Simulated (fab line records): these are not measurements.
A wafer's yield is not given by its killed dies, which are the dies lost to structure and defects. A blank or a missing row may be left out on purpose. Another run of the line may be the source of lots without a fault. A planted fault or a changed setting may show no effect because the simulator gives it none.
What tool caused it? | flow rit cmos | 7 lots with 21 wafers sampled at 2 steps, on a route of 202 steps

WHAT EACH GAUGE READ, for each wafer
RIT_GATE_CD_MEAS_16 targets a cd of 150 nm.
lot  | measured    | on        | cd nm (nm)
L695 | day 3 05:36 | cd sem-02 | 148.0 147.8 148.5
L698 | day 3 20:24 | cd sem-02 | 150.6 150.4 152.2
L700 | day 4 01:32 | cd sem-02 | 152.2 151.9 153.1
L703 | day 4 21:34 | cd sem-02 | 148.5 148.2 144.9
L706 | day 5 11:53 | cd sem-02 | 152.1 152.1 151.3
L708 | day 5 16:56 | cd sem-02 | 151.6 151.1 151.7
L715 | day 7 03:36 | cd sem-01 | 148.2 148.5 147.5

EACH LOT AND THE TOOL THAT RAN IT (in order: tool; ch and the chambers of the sampled wafers; start)
lot  | RIT_PWELL_STRIP_09
L695 | plasma asher-01 ch 0,1, day 2 12:31
L698 | plasma asher-01 ch 0,1, day 3 02:25
L700 | plasma asher-03 ch 0,1, day 3 10:32
L703 | plasma asher-03 ch 0,1, day 4 07:19
L706 | plasma asher-01 ch 0,1, day 4 20:41
L708 | plasma asher-04 ch 0,1, day 5 02:56
L715 | plasma asher-04 ch 0,1, day 6 12:50
- RIT_PWELL_STRIP_09: strips in O2, time 180 s.

THE ANSWER, worked out from the rows above alone
Rule: usual is defined by the lots themselves. The widest of any qualifying gaps counts: lots, ordered by their means at a reading, are off when they make up no more than a third of the lots, leave a main group of 4 or more, and stand apart from it by 3 or more times the standard deviation of that group's means. If all means in a main group match to the digits the tables above print for the reading, that group is not used. Also off: a lot with no number at a reading for which 4 or more lots have one. The other lots that the step has rows for count as sound.
Across all readings shown, no lot is off: no conclusion can be drawn from this.

WHAT HAD BEEN PUT IN BY THE SIMULATOR
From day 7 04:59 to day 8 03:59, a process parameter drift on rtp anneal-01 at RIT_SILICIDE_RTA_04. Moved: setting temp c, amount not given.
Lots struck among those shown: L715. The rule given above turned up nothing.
